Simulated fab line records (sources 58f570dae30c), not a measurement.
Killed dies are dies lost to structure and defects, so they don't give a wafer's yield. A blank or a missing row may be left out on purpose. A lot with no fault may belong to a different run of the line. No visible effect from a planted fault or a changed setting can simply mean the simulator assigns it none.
A single fault, viewed from 2 desks -- flow berkeley_cmos170 -- numbers are kept per desk, each desk with only its own; the story behind them comes last

== THE METROLOGY DESK ==
What the gauges read, lot by lot, whatever tool the lot ran on: means of the sampled wafers that have a number. Marked OUT: a lot whose mean sits more than 4 standard deviations from the usual mean, which makes it out of limits; the brackets give that distance.
Columns: A = SPACER_TEOS_THK at UCB170_SPACER_THK_MEAS_01, usual 377 nm
lot,first seen here,A
L133,day 8 06:34,379
L134,day 8 06:35,379
L132,day 8 07:06,379
L135,day 9 00:07,378
L136,day 9 20:28,374
L140,day 9 20:28,376
L137,day 9 20:29,376
L139,day 9 21:02,379
L141,day 10 06:50,374
L148,day 11 07:01,336 (-9.5) OUT
L151,day 12 04:53,381
L150,day 12 04:58,337 (-9.3) OUT
L152,day 12 05:14,382
L155,day 12 19:28,379
Finding of this desk: L148, L150 out of limits, first seen on L148 at day 11 07:01 (SPACER_TEOS_THK at UCB170_SPACER_THK_MEAS_01). Within limits: L133, L134, L132, L135, L136, L140, L137, L139, L141, L151, L152, L155.

== AT THE TOOL OWNER'S DESK: pecvd-01 ==
The tool's own readings at UCB170_SPACER_CVD_00 (deposits SiO2 from TEOS/O2, target thk 376 nm, time 47 s): means of the sampled wafers that have a number, for each lot that ran on this tool. Marked OUT: a lot whose mean sits more than 4 standard deviations from the usual mean, which makes it out of limits; the brackets give that distance.
Columns: A = heater_power_w at UCB170_SPACER_CVD_00, usual 270 W
lot,first seen here,A
L134,day 8 06:32,269
L137,day 9 20:26,276
L139,day 9 20:58,252
L148,day 11 06:58,301
L150,day 12 04:55,238
This desk found nothing out of limits on any of the 5 lots.

== BROUGHT TOGETHER ==
An alarm was possible from the metrology desk at day 11 07:01, on L148, L150.
The tool owner's desk saw nothing out of limits.
On record at the tool owner's desk: L148, L150, within its limits.
All the named lots went through UCB170_SPACER_CVD_00 on pecvd-01.

== WHAT THE SIMULATOR PUT IN ==
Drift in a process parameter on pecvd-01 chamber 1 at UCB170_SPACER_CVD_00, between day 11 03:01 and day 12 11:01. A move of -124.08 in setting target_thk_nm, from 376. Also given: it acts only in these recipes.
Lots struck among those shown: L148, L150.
Hours from the fault's start to each desk's first reading out of limits: the metrology desk, 4.
